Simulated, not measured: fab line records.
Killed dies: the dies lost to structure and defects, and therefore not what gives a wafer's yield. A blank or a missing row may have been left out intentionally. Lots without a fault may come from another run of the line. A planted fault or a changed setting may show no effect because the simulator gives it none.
Chamber matching | flow berkeley_cmos170 | UCB170_GATE_ETCH_15 on rie_si-01: 4 sister chambers
The step etches poly-Si in HBr/Cl2, stops on SiO2, time 56.3 s, target depth 278.2 nm. 14 wafers are shown with their chamber, then 7 later ones without.

## WAFERS, EACH WITH ITS CHAMBER
wafer  | chamber | throttle_valve_pct (%) | oes_product_au (a.u.)
L438.1 | 3       | 26.43                  | 0.827
L438.4 | 1       | 26.03                  | 0.817
L438.5 | 0       | 26.83                  | 0.793
L442.1 | 2       | 26.52                  | 0.874
L442.2 | 0       | 26.83                  | 0.825
L442.6 | 1       | 26.03                  | 0.838
L439.2 | 2       | 26.51                  | 0.866
L439.3 | 0       | 26.84                  | 0.820
L439.5 | 1       | 26.02                  | 0.828
L446.3 | 3       | 26.44                  | 0.825
L446.4 | 0       | 26.81                  | 0.808
L446.5 | 3       | 26.42                  | 0.818
L447.1 | 2       | 26.52                  | 0.860
L447.4 | 3       | 26.42                  | 0.829

SIGNATURES (means of the wafers above)
reading            | chamber 0 | chamber 1 | chamber 2 | chamber 3 | scatter within a chamber
throttle_valve_pct | 26.8275   | 26.0267   | 26.5167   | 26.4275   | 0.0094
oes_product_au     | 0.81150   | 0.82767   | 0.86667   | 0.82475   | 0.00999
Rule: for a wafer and a chamber, the distance is found by dividing, reading by reading, the gap between the wafer's reading and the chamber's mean by the reading's scatter, squaring, summing and taking the root. The wafer belongs to the nearest chamber; if the next one is less than 2 further off, it can't be placed. The scatter: the root of (the sum of the squares of (reading less its chamber's mean) over the shown wafers, divided by (wafers less chambers)).

## WAFERS MISSING THEIR CHAMBER
wafer  | throttle_valve_pct (%) | oes_product_au (a.u.)
L447.6 | 26.82                  | 0.800
L457.1 | 26.53                  | 0.870
L457.2 | 26.81                  | 0.823
L457.3 | 26.45                  | 0.825
L461.1 | 26.53                  | 0.857
L461.4 | 26.02                  | 0.820
L461.5 | 26.83                  | 0.804

## THE CHAMBER EACH PASSED THROUGH
wafer  | from the rows above | in truth
L447.6 | 0                   | 0
L457.1 | 2                   | 2
L457.2 | 0                   | 0
L457.3 | 3                   | 3
L461.1 | 2                   | 2
L461.4 | 1                   | 1
L461.5 | 0                   | 0
7 of 7 placed correctly. Number that these rows cannot place: 0. Number placed wrongly: 0.
